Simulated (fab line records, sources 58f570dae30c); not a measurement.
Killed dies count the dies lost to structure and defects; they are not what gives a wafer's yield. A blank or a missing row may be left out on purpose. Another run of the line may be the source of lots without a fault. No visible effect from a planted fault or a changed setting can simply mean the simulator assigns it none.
fab line records ; flow berkeley_cmos170
record: lots: 5; wafers: 23
route steps=331 shown V1@264 M2@283 M3@310
start_h: hours from the record's opening day to when the first of the lot's shown wafers began ; wait_h: hours from the lot's prior step to this one ; " unchanged from the row above ; L1.1+2: a row that stands for several wafers ; - no value, or no start was given ; * or withheld: withheld ; < > ~ a bound
route shown NAME@n: names a module that has steps shown in the file, with the first one's number in the route ; usual: mean and standard deviation over wafers with no fault ; same: alike in all rows ; chamber/n: place in a boat ; sites: per-site readings ; _std_site: standard deviation across them ; _edge_site: mean of outer sites minus mean of inner sites ; radius_mm: for every site, how far away it sits from the centre of the wafer ; mask NAME#n: copy n ; behind: the tool/chamber that last shaped the wafer ; hold: reason for holding the lot/hours on hold/outcome of the hold ; device: names the non-switching transistor (n, p or np) ; end of line: the tests these same wafers got at the end of their route ; a step with no rows: only its recipe ; killed: the dies lost at the first sort to structure and to defects; this is not the yield of the wafer ; map: the dies of a wafer, with x for killed, . for not killed, _ for no die there
set.NAME: the setting as run; set.NAME@STEP: as run at that earlier step ; model.NAME: the simulator's own value behind a step, which no gauge read
lots with deliberately changed settings; one table per step, one row per wafer
== steps ==
step: UCB170_V1_PEB_10
recipe: peb_temp_c: 130; peb_time_s: withheld; resist: KrF
lot.wafer;tool;chamber;start_h;wait_h;set.peb_temp_c
L078.1+6;litho_track-03;0;183.25;0.3;130
L078.2+4+5;litho_track-03;0;183.25;0.3;133.4
L077.1+2+3;litho_track-04;0;183.70;0.2;130
L077.4+5;litho_track-04;0;183.70;0.2;128
L080.1+3+5;litho_track-03;0;207.98;0.1;130
L085.1+2;litho_track-03;0;218.99;0.1;130
L085.3+5+6;litho_track-03;0;218.99;0.1;133.2
L084.1+4;litho_track-04;0;220.04;0.1;130
L084.3+5+6;litho_track-04;0;220.04;0.1;132.4
step: UCB170_V1_DEVELOP_11
recipe: developer: TMAH; develop_time_s: 45; resist: KrF; dev_temp_c: 21
step: UCB170_V1_CD_MEAS_12
recipe: target_cd_nm: 700
usual: cd_nm: 700.2/1.4
lot.wafer;tool;chamber;start_h;wait_h;set.peb_temp_c@V1_PEB_10;cd_nm
L078.1;cd_sem-02;-;183.53;-;130;700.7
L078.2;cd_sem-02;-;183.53;-;133.4;721.4
L078.4;cd_sem-02;-;183.53;-;133.4;720.6
L078.5;cd_sem-02;-;183.53;-;133.4;719.7
L078.6;cd_sem-02;-;183.53;-;130;700.5
L077.1;cd_sem-02;-;183.97;-;130;699.6
L077.2;cd_sem-02;-;183.97;-;130;701.2
L077.3;cd_sem-02;-;183.97;-;130;699.6
L077.4;cd_sem-02;-;183.97;-;128;686.3
L077.5;cd_sem-02;-;183.97;-;128;687.8
L080.1;cd_sem-02;-;208.26;-;130;701.2
L080.3;cd_sem-02;-;208.26;-;130;699.1
L080.5;cd_sem-02;-;208.26;-;130;700.1
L085.1;cd_sem-01;-;219.27;-;130;700.3
L085.2;cd_sem-01;-;219.27;-;130;699.7
L085.3;cd_sem-01;-;219.27;-;133.2;718.8
L085.5;cd_sem-01;-;219.27;-;133.2;718.1
L085.6;cd_sem-01;-;219.27;-;133.2;718.7
L084.1;cd_sem-02;-;220.31;-;130;699.2
L084.3;cd_sem-02;-;220.31;-;132.4;713.7
L084.4;cd_sem-02;-;220.31;-;130;698.6
L084.5;cd_sem-02;-;220.31;-;132.4;712.4
L084.6;cd_sem-02;-;220.31;-;132.4;714.2
step: UCB170_V1_ETCH_14
recipe: chemistry: CHF3/CF4/Ar; target: SiO2; stop_on: Al; CHF3_flow_sccm: 45; cf4_flow_sccm: 15; Ar_flow_sccm: 150; pressure_mtorr: 200; rf_w: 700; target_depth_a: 12500; over_etch_frac: 0.25; time_s: 291
lot.wafer;tool;chamber;start_h;wait_h;set.peb_temp_c@V1_PEB_10;model.V1.cd_nm
L078.1;rie_diel-01;3;183.68;0.0;130;700.6
L078.2;rie_diel-01;2;183.68;0.0;133.4;720.6
L078.4;rie_diel-01;0;183.68;0.0;133.4;720.4
L078.5;rie_diel-01;1;183.68;0.0;133.4;719.6
L078.6;rie_diel-01;0;183.68;0.0;130;699.9
L077.1;rie_diel-01;2;184.13;0.0;130;699.8
L077.2;rie_diel-01;3;184.13;0.0;130;700.8
L077.3;rie_diel-01;0;184.13;0.0;130;700.1
L077.4;rie_diel-01;1;184.13;0.0;128;687.1
L077.5;rie_diel-01;1;184.13;0.0;128;688.2
L080.1;rie_diel-02;2;208.42;0.0;130;701.5
L080.3;rie_diel-02;1;208.42;0.0;130;698.7
L080.5;rie_diel-02;3;208.42;0.0;130;700.7
L085.1;rie_diel-01;0;219.42;0.0;130;701.1
L085.2;rie_diel-01;3;219.42;0.0;130;699.4
L085.3;rie_diel-01;1;219.42;0.0;133.2;718.6
L085.5;rie_diel-01;0;219.42;0.0;133.2;718.5
L085.6;rie_diel-01;3;219.42;0.0;133.2;717.8
L084.1;rie_diel-04;3;220.47;0.0;130;699.8
L084.3;rie_diel-04;2;220.47;0.0;132.4;713
L084.4;rie_diel-04;1;220.47;0.0;130;698.4
L084.5;rie_diel-04;0;220.47;0.0;132.4;712
L084.6;rie_diel-04;3;220.47;0.0;132.4;715.1
step: UCB170_V1_STRIP_15
recipe: chemistry: O2; power_w: 400; pressure_mtorr: 3500; platen_temp_c: withheld; o2_flow_sccm: 400; overash_fraction: 0.5
step: UCB170_V1_CD_MEAS_90
recipe: target_cd_nm: 700
usual: cd_nm: 700.0/1.6
lot.wafer;tool;chamber;start_h;wait_h;set.peb_temp_c@V1_PEB_10;cd_nm
L078.1;cd_sem-01;-;183.96;0.1;130;700.5
L078.2;cd_sem-01;-;183.96;0.1;133.4;720.6
L078.4;cd_sem-01;-;183.96;0.1;133.4;720.3
L078.5;cd_sem-01;-;183.96;0.1;133.4;719.5
L078.6;cd_sem-01;-;183.96;0.1;130;699.8
L077.1;cd_sem-02;-;184.41;0.1;130;700.1
L077.2;cd_sem-02;-;184.41;0.1;130;701.1
L077.3;cd_sem-02;-;184.41;0.1;130;700.0
L077.4;cd_sem-02;-;184.41;0.1;128;687.0
L077.5;cd_sem-02;-;184.41;0.1;128;688.0
L080.1;cd_sem-01;-;208.69;0.1;130;701.6
L080.3;cd_sem-01;-;208.69;0.1;130;699.0
L080.5;cd_sem-01;-;208.69;0.1;130;700.7
L085.1;cd_sem-01;-;219.70;0.1;130;701.4
L085.2;cd_sem-01;-;219.70;0.1;130;699.2
L085.3;cd_sem-01;-;219.70;0.1;133.2;718.7
L085.5;cd_sem-01;-;219.70;0.1;133.2;718.3
L085.6;cd_sem-01;-;219.70;0.1;133.2;717.9
L084.1;cd_sem-01;-;220.75;0.1;130;699.8
L084.3;cd_sem-01;-;220.75;0.1;132.4;712.6
L084.4;cd_sem-01;-;220.75;0.1;130;698.3
L084.5;cd_sem-01;-;220.75;0.1;132.4;712.0
L084.6;cd_sem-01;-;220.75;0.1;132.4;715.0
step: UCB170_M2_EXPOSE_12
recipe: mask_id: METAL2; target_cd_nm: 700; na: 0.5; sigma_outer: 0.6; source_shape: conventional; dose_mj: 26
lot.wafer;tool;chamber;start_h;wait_h;mask;set.dose_mj
L078.1+4;krf_scanner-01;0;186.15;-;METAL2#0;26
L078.2+5+6;krf_scanner-01;0;186.15;-;METAL2#0;27.62
L077.1+2+3+4+5;krf_scanner-02;0;186.87;-;METAL2#0;26
L080.1+3+5;krf_scanner-01;0;210.34;-;METAL2#0;26
L085.1+5+6;krf_scanner-02;0;221.47;-;METAL2#0;24.25
L085.2+3;krf_scanner-02;0;221.47;-;METAL2#0;26
L084.1+3+5;krf_scanner-02;0;222.53;-;METAL2#0;26
L084.4+6;krf_scanner-02;0;222.53;-;METAL2#0;26.59
step: UCB170_M2_PEB_13
recipe: peb_temp_c: 130; peb_time_s: withheld; resist: KrF
step: UCB170_M2_DEVELOP_14
recipe: developer: TMAH; develop_time_s: 45; resist: KrF; dev_temp_c: 21
step: UCB170_M2_CD_MEAS_15
recipe: target_cd_nm: 700
usual: cd_nm: 700.0/1.4
lot.wafer;tool;chamber;start_h;wait_h;set.dose_mj@M2_EXPOSE_12;cd_nm
L078.1;cd_sem-02;-;186.54;-;26;702.1
L078.2;cd_sem-02;-;186.54;-;27.62;691.2
L078.4;cd_sem-02;-;186.54;-;26;700.2
L078.5;cd_sem-02;-;186.54;-;27.62;691.5
L078.6;cd_sem-02;-;186.54;-;27.62;689.5
L077.1;cd_sem-02;-;187.26;-;26;700.0
L077.2;cd_sem-02;-;187.26;-;26;699.7
L077.3;cd_sem-02;-;187.26;-;26;700.6
L077.4;cd_sem-02;-;187.26;-;26;699.9
L077.5;cd_sem-02;-;187.26;-;26;700.4
L080.1;cd_sem-02;-;210.73;-;26;699.2
L080.3;cd_sem-02;-;210.73;-;26;700.1
L080.5;cd_sem-02;-;210.73;-;26;700.2
L085.1;cd_sem-02;-;221.92;-;24.25;712.9
L085.2;cd_sem-02;-;221.92;-;26;700.2
L085.3;cd_sem-02;-;221.92;-;26;699.2
L085.5;cd_sem-02;-;221.92;-;24.25;710.9
L085.6;cd_sem-02;-;221.92;-;24.25;712.0
L084.1;cd_sem-02;-;222.93;-;26;700.4
L084.3;cd_sem-02;-;222.93;-;26;700.3
L084.4;cd_sem-02;-;222.93;-;26.59;697.4
L084.5;cd_sem-02;-;222.93;-;26;698.4
L084.6;cd_sem-02;-;222.93;-;26.59;696.7
step: UCB170_M2_ETCH_17
recipe: chemistry: N2/H2; target_depth_a: withheld; overetch_a: withheld; target: BARC; time_s: withheld; source_w: 500; bias_w: 100; pressure_mtorr: 30; n2_flow_sccm: 100; h2_flow_sccm: 200
usual: oes_product_au: 1.000/0.012
lot.wafer;tool;chamber;start_h;wait_h;set.source_w;set.dose_mj@M2_EXPOSE_12;oes_product_au;model.M2.cd_nm
L078.1;rie_diel-03;0;186.70;0.0;500;26;1.010;702.8
L078.2;rie_diel-03;2;186.70;0.0;500;27.62;1.010;691.5
L078.4;rie_diel-03;0;186.70;0.0;500;26;1.017;700.2
L078.5;rie_diel-03;1;186.70;0.0;500;27.62;0.991;692.2
L078.6;rie_diel-03;2;186.70;0.0;500;27.62;1.007;690.2
L077.1;rie_diel-03;0;187.42;0.0;500;26;1.009;700.8
L077.2;rie_diel-03;1;187.42;0.0;500;26;0.986;700.6
L077.3;rie_diel-03;2;187.42;0.0;500;26;0.999;701.3
L077.4;rie_diel-03;1;187.42;0.0;500;26;0.993;700.5
L077.5;rie_diel-03;2;187.42;0.0;500;26;0.999;700.2
L080.1;rie_diel-02;2;210.89;0.0;500;26;0.999;698.6
L080.3;rie_diel-02;3;210.89;0.0;500;26;1.009;700.3
L080.5;rie_diel-02;3;210.89;0.0;500;26;1.008;700
L085.1;rie_diel-03;3;222.07;0.0;457.3;24.25;0.968;713.8
L085.2;rie_diel-03;1;222.07;0.0;500;26;1.005;700.8
L085.3;rie_diel-03;0;222.07;0.0;500;26;1.009;698.7
L085.5;rie_diel-03;3;222.07;0.0;457.3;24.25;0.967;711.6
L085.6;rie_diel-03;1;222.07;0.0;500;24.25;1.001;712.3
L084.1;rie_diel-01;2;223.08;0.0;500;26;0.983;699.8
L084.3;rie_diel-01;1;223.08;0.0;530;26;1.027;699.7
L084.4;rie_diel-01;0;223.08;0.0;530;26.59;1.027;696.5
L084.5;rie_diel-01;2;223.08;0.0;500;26;0.983;698.2
L084.6;rie_diel-01;1;223.08;0.0;500;26.59;0.998;696.3
step: UCB170_M2_METAL_ETCH_18
recipe: chemistry: Cl2/BCl3; target: Al; stop_on: SiO2; pressure_mtorr: 12; target_depth_a: 11700; over_etch_frac: 0.3; time_s: 195; icp_w: 600; bias_w: 120; Cl2_flow_sccm: 90; bcl3_flow_sccm: 45
lot.wafer;tool;chamber;start_h;wait_h;set.dose_mj@M2_EXPOSE_12;model.M2.cd_nm
L078.1;rie_metal-01;0;186.74;-;26;701
L078.2;rie_metal-01;1;186.74;-;27.62;693.3
L078.4;rie_metal-01;0;186.74;-;26;702
L078.5;rie_metal-01;0;186.74;-;27.62;690.7
L078.6;rie_metal-01;1;186.74;-;27.62;687.6
L077.1;rie_metal-01;1;187.46;-;26;701.5
L077.2;rie_metal-01;0;187.46;-;26;699.3
L077.3;rie_metal-01;0;187.46;-;26;700.9
L077.4;rie_metal-01;1;187.46;-;26;698.8
L077.5;rie_metal-01;1;187.46;-;26;699.4
L080.1;rie_metal-01;0;210.93;-;26;695.1
L080.3;rie_metal-01;0;210.93;-;26;696.3
L080.5;rie_metal-01;0;210.93;-;26;694.7
L085.1;rie_metal-04;0;222.11;-;24.25;716.9
L085.2;rie_metal-04;1;222.11;-;26;701.8
L085.3;rie_metal-04;1;222.11;-;26;698.5
L085.5;rie_metal-04;1;222.11;-;24.25;713.7
L085.6;rie_metal-04;0;222.11;-;24.25;713.2
L084.1;rie_metal-02;0;223.12;-;26;700.2
L084.3;rie_metal-02;1;223.12;-;26;699.3
L084.4;rie_metal-02;0;223.12;-;26.59;698.2
L084.5;rie_metal-02;1;223.12;-;26;698.8
L084.6;rie_metal-02;0;223.12;-;26.59;699.7
step: UCB170_M2_STRIP_19
recipe: chemistry: O2; power_w: 400; pressure_mtorr: 3500; platen_temp_c: withheld; o2_flow_sccm: 400; overash_fraction: 0.5
step: UCB170_M2_CD_MEAS_90
recipe: target_cd_nm: 700
usual: cd_nm: 700.0/2.4
lot.wafer;tool;chamber;start_h;wait_h;set.dose_mj@M2_EXPOSE_12;cd_nm
L078.1;cd_sem-02;-;187.03;0.1;26;700.6
L078.2;cd_sem-02;-;187.03;0.1;27.62;693.2
L078.4;cd_sem-02;-;187.03;0.1;26;702.0
L078.5;cd_sem-02;-;187.03;0.1;27.62;690.6
L078.6;cd_sem-02;-;187.03;0.1;27.62;687.7
L077.1;cd_sem-01;-;187.75;0.1;26;701.5
L077.2;cd_sem-01;-;187.75;0.1;26;699.4
L077.3;cd_sem-01;-;187.75;0.1;26;700.9
L077.4;cd_sem-01;-;187.75;0.1;26;698.9
L077.5;cd_sem-01;-;187.75;0.1;26;699.6
L080.1;cd_sem-02;-;211.21;0.1;26;694.9
L080.3;cd_sem-02;-;211.21;0.1;26;696.4
L080.5;cd_sem-02;-;211.21;0.1;26;695.0
L085.1;cd_sem-02;-;222.40;0.1;24.25;717.3
L085.2;cd_sem-02;-;222.40;0.1;26;701.7
L085.3;cd_sem-02;-;222.40;0.1;26;698.8
L085.5;cd_sem-02;-;222.40;0.1;24.25;713.9
L085.6;cd_sem-02;-;222.40;0.1;24.25;713.5
L084.1;cd_sem-01;-;223.41;0.1;26;700.3
L084.3;cd_sem-01;-;223.41;0.1;26;699.7
L084.4;cd_sem-01;-;223.41;0.1;26.59;698.3
L084.5;cd_sem-01;-;223.41;0.1;26;698.6
L084.6;cd_sem-01;-;223.41;0.1;26.59;699.9
step: UCB170_M3_SPUTTER_01
recipe: material: Al; target_thk_nm: 900; time_s: 120; power_w: 6000; chamber_pressure_pa: 0.5
lot.wafer;tool;chamber;start_h;wait_h;set.time_s;model.Al_of_M3_SPUTTER_01.thk_nm
L078.1;pvd_sputter-03;-;189.87;0.0;102.8;774.7
L078.2;pvd_sputter-03;-;189.87;0.0;120;900
L078.4;pvd_sputter-03;-;189.87;0.0;102.8;766.6
L078.5;pvd_sputter-03;-;189.87;0.0;120;901
L078.6;pvd_sputter-03;-;189.87;0.0;102.8;769.6
L077.1;pvd_sputter-03;-;191.14;0.0;120;913.8
L077.2;pvd_sputter-03;-;191.14;0.0;103.5;791.3
L077.3;pvd_sputter-03;-;191.14;0.0;120;914.1
L077.4;pvd_sputter-03;-;191.14;0.0;120;912.7
L077.5;pvd_sputter-03;-;191.14;0.0;103.5;784.9
L080.1;pvd_sputter-04;-;214.14;0.0;120;896.8
L080.3;pvd_sputter-04;-;214.14;0.0;120;907.7
L080.5;pvd_sputter-04;-;214.14;0.0;120;900.9
L085.1;pvd_sputter-03;-;224.86;0.0;102.5;763.8
L085.2;pvd_sputter-03;-;224.86;0.0;102.5;770.1
L085.3;pvd_sputter-03;-;224.86;0.0;102.5;763.5
L085.5;pvd_sputter-03;-;224.86;0.0;120;906.1
L085.6;pvd_sputter-03;-;224.86;0.0;120;900.4
L084.1;pvd_sputter-04;-;226.13;0.0;120;889.2
L084.3;pvd_sputter-04;-;226.13;0.0;120;885
L084.4;pvd_sputter-04;-;226.13;0.0;120;886.3
L084.5;pvd_sputter-04;-;226.13;0.0;120;890.8
L084.6;pvd_sputter-04;-;226.13;0.0;120;893.1
step: UCB170_M3_RS_MEAS_02
recipe: thk_meas_gauge: four-point-probe; reads: Al_of_M3_SPUTTER_01
usual: M3_AL_RS: 0.0321/0.00031
lot.wafer;tool;chamber;start_h;wait_h;set.time_s@M3_SPUTTER_01;M3_AL_RS[ohm/sq]
L078.1;film_metro-01;-;189.95;0.0;102.8;0.0374
L078.2;film_metro-01;-;189.95;0.0;120;0.0321
L078.4;film_metro-01;-;189.95;0.0;102.8;0.0378
L078.5;film_metro-01;-;189.95;0.0;120;0.0321
L078.6;film_metro-01;-;189.95;0.0;102.8;0.0376
L077.1;film_metro-01;-;191.23;0.0;120;0.0316
L077.2;film_metro-01;-;191.23;0.0;103.5;0.0367
L077.3;film_metro-01;-;191.23;0.0;120;0.0317
L077.4;film_metro-01;-;191.23;0.0;120;0.0317
L077.5;film_metro-01;-;191.23;0.0;103.5;0.0369
L080.1;film_metro-03;-;214.22;0.0;120;0.0322
L080.3;film_metro-03;-;214.22;0.0;120;0.0319
L080.5;film_metro-03;-;214.22;0.0;120;0.0321
L085.1;film_metro-03;-;224.94;0.0;102.5;0.0379
L085.2;film_metro-03;-;224.94;0.0;102.5;0.0377
L085.3;film_metro-03;-;224.94;0.0;102.5;0.0379
L085.5;film_metro-03;-;224.94;0.0;120;0.0320
L085.6;film_metro-03;-;224.94;0.0;120;0.0322
L084.1;film_metro-04;-;226.21;0.0;120;0.0326
L084.3;film_metro-04;-;226.21;0.0;120;0.0326
L084.4;film_metro-04;-;226.21;0.0;120;0.0326
L084.5;film_metro-04;-;226.21;0.0;120;0.0325
L084.6;film_metro-04;-;226.21;0.0;120;0.0324
step: UCB170_M3_THK_MEAS_03
recipe: thk_meas_gauge: xrf; reads: Al_of_M3_SPUTTER_01
usual: M3_AL_THK: 893/10
lot.wafer;tool;chamber;start_h;wait_h;set.time_s@M3_SPUTTER_01;M3_AL_THK[nm]
L078.1;film_metro-01;-;190.07;0.1;102.8;760
L078.2;film_metro-01;-;190.07;0.1;120;884
L078.4;film_metro-01;-;190.07;0.1;102.8;753
L078.5;film_metro-01;-;190.07;0.1;120;890
L078.6;film_metro-01;-;190.07;0.1;102.8;762
L077.1;film_metro-01;-;191.35;0.1;120;901
L077.2;film_metro-01;-;191.35;0.1;103.5;774
L077.3;film_metro-01;-;191.35;0.1;120;900
L077.4;film_metro-01;-;191.35;0.1;120;900
L077.5;film_metro-01;-;191.35;0.1;103.5;770
L080.1;film_metro-03;-;214.34;0.1;120;882
L080.3;film_metro-03;-;214.34;0.1;120;894
L080.5;film_metro-03;-;214.34;0.1;120;887
L085.1;film_metro-03;-;225.06;0.1;102.5;756
L085.2;film_metro-03;-;225.06;0.1;102.5;766
L085.3;film_metro-03;-;225.06;0.1;102.5;757
L085.5;film_metro-03;-;225.06;0.1;120;899
L085.6;film_metro-03;-;225.06;0.1;120;892
L084.1;film_metro-04;-;226.33;0.1;120;881
L084.3;film_metro-04;-;226.33;0.1;120;874
L084.4;film_metro-04;-;226.33;0.1;120;874
L084.5;film_metro-04;-;226.33;0.1;120;877
L084.6;film_metro-04;-;226.33;0.1;120;884
step: UCB170_M3_METAL_ETCH_18
recipe: chemistry: Cl2/BCl3; target: Al; stop_on: SiO2; pressure_mtorr: 12; target_depth_a: 11700; over_etch_frac: 0.3; time_s: 195; icp_w: 600; bias_w: 120; Cl2_flow_sccm: 90; bcl3_flow_sccm: 45
usual: oes_product_au: 0.859/0.018
lot.wafer;tool;chamber;start_h;wait_h;set.over_etch_frac;set.time_s@M3_SPUTTER_01;oes_product_au;model.KrF_of_M3_COAT_10.thk_nm
L078.1;rie_metal-04;0;192.40;-;0.3;102.8;0.795;-
L078.2;rie_metal-04;1;192.40;-;0.3343;120;0.860;189.1
L078.4;rie_metal-04;0;192.40;-;0.3343;102.8;0.785;-
L078.5;rie_metal-04;1;192.40;-;0.3;120;0.861;203.3
L078.6;rie_metal-04;0;192.40;-;0.3;102.8;0.800;-
L077.1;rie_metal-04;1;193.47;-;0.3;120;0.875;212.7
L077.2;rie_metal-04;0;193.47;-;0.375;103.5;0.789;-
L077.3;rie_metal-04;1;193.47;-;0.3;120;0.872;211.8
L077.4;rie_metal-04;0;193.47;-;0.375;120;0.840;165.4
L077.5;rie_metal-04;1;193.47;-;0.375;103.5;0.778;-
L080.1;rie_metal-03;0;216.31;-;0.3;120;0.842;205.6
L080.3;rie_metal-03;0;216.31;-;0.3;120;0.846;204.6
L080.5;rie_metal-03;1;216.31;-;0.3;120;0.863;203.2
L085.1;rie_metal-04;0;227.62;-;0.3;102.5;0.791;-
L085.2;rie_metal-04;1;227.62;-;0.3494;102.5;0.782;-
L085.3;rie_metal-04;0;227.62;-;0.3494;102.5;0.777;-
L085.5;rie_metal-04;0;227.62;-;0.3494;120;0.861;198.9
L085.6;rie_metal-04;1;227.62;-;0.3;120;0.879;218.5
L084.1;rie_metal-02;0;228.42;-;0.3;120;0.874;222.3
L084.3;rie_metal-02;1;228.42;-;0.2421;120;0.851;233.3
L084.4;rie_metal-02;0;228.42;-;0.3;120;0.866;222.2
L084.5;rie_metal-02;0;228.42;-;0.2421;120;0.891;249.1
L084.6;rie_metal-02;1;228.42;-;0.3;120;0.828;203.1
step: UCB170_M3_STRIP_19
recipe: chemistry: O2; power_w: 400; pressure_mtorr: 3500; platen_temp_c: withheld; o2_flow_sccm: 400; overash_fraction: 0.5
usual: oes_product_au: 0.542/0.012
lot.wafer;tool;chamber;start_h;wait_h;set.over_etch_frac@M3_METAL_ETCH_18;oes_product_au
L078.1;plasma_asher-01;0;192.59;0.1;0.3;0.548
L078.2;plasma_asher-01;1;192.59;0.1;0.3343;0.515
L078.4;plasma_asher-01;1;192.59;0.1;0.3343;0.520
L078.5;plasma_asher-01;0;192.59;0.1;0.3;0.536
L078.6;plasma_asher-01;1;192.59;0.1;0.3;0.541
L077.1;plasma_asher-04;1;193.66;0.1;0.3;0.545
L077.2;plasma_asher-04;0;193.66;0.1;0.375;0.497
L077.3;plasma_asher-04;1;193.66;0.1;0.3;0.542
L077.4;plasma_asher-04;0;193.66;0.1;0.375;0.498
L077.5;plasma_asher-04;1;193.66;0.1;0.375;0.503
L080.1;plasma_asher-04;0;216.50;0.1;0.3;0.539
L080.3;plasma_asher-04;0;216.50;0.1;0.3;0.537
L080.5;plasma_asher-04;0;216.50;0.1;0.3;0.541
L085.1;plasma_asher-02;0;227.81;0.1;0.3;0.559
L085.2;plasma_asher-02;1;227.81;0.1;0.3494;0.525
L085.3;plasma_asher-02;0;227.81;0.1;0.3494;0.524
L085.5;plasma_asher-02;1;227.81;0.1;0.3494;0.531
L085.6;plasma_asher-02;0;227.81;0.1;0.3;0.550
L084.1;plasma_asher-04;1;228.67;0.2;0.3;0.557
L084.3;plasma_asher-04;1;228.67;0.2;0.2421;0.564
L084.4;plasma_asher-04;0;228.67;0.2;0.3;0.562
L084.5;plasma_asher-04;1;228.67;0.2;0.2421;0.590
L084.6;plasma_asher-04;0;228.67;0.2;0.3;0.532
== key ==
split: step: UCB170_V1_PEB_10; setting: peb_temp_c; stated: 130; by: wafer
response: step: UCB170_V1_CD_MEAS_12; reading: cd_nm; change: +7.76; per: 1%; r: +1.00
response: step: UCB170_V1_ETCH_14; reading: model.V1.cd_nm; change: +7.62; per: 1%; r: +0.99
response: step: UCB170_V1_CD_MEAS_90; reading: cd_nm; change: +7.64; per: 1%; r: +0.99
split: step: UCB170_M2_EXPOSE_12; setting: dose_mj; stated: 26; by: wafer
response: step: UCB170_M2_CD_MEAS_15; reading: cd_nm; change: -1.72; per: 1%; r: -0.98
response: step: UCB170_M2_ETCH_17; reading: model.M2.cd_nm; change: -1.75; per: 1%; r: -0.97
response: step: UCB170_M2_METAL_ETCH_18; reading: model.M2.cd_nm; change: -1.87; per: 1%; r: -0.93
response: step: UCB170_M2_CD_MEAS_90; reading: cd_nm; change: -1.87; per: 1%; r: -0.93
split: step: UCB170_M2_ETCH_17; setting: source_w; stated: 500; by: wafer
response: step: UCB170_M2_ETCH_17; reading: oes_product_au; change: +0.00509; per: 1%; r: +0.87
split: step: UCB170_M3_SPUTTER_01; setting: time_s; stated: 120; by: wafer
response: step: UCB170_M3_SPUTTER_01; reading: model.Al_of_M3_SPUTTER_01.thk_nm; change: +9.22; per: 1%; r: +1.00
response: step: UCB170_M3_RS_MEAS_02; reading: M3_AL_RS; change: -0.000387; per: 1%; r: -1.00
response: step: UCB170_M3_THK_MEAS_03; reading: M3_AL_THK; change: +9.2; per: 1%; r: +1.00
response: step: UCB170_M3_METAL_ETCH_18; reading: oes_product_au; change: +0.00546; per: 1%; r: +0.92
split: step: UCB170_M3_METAL_ETCH_18; setting: over_etch_frac; stated: 0.3; by: wafer
response: step: UCB170_M3_METAL_ETCH_18; reading: model.KrF_of_M3_COAT_10.thk_nm; change: -1.51; per: 1%; r: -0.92
response: step: UCB170_M3_STRIP_19; reading: oes_product_au; change: -0.00168; per: 1%; r: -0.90
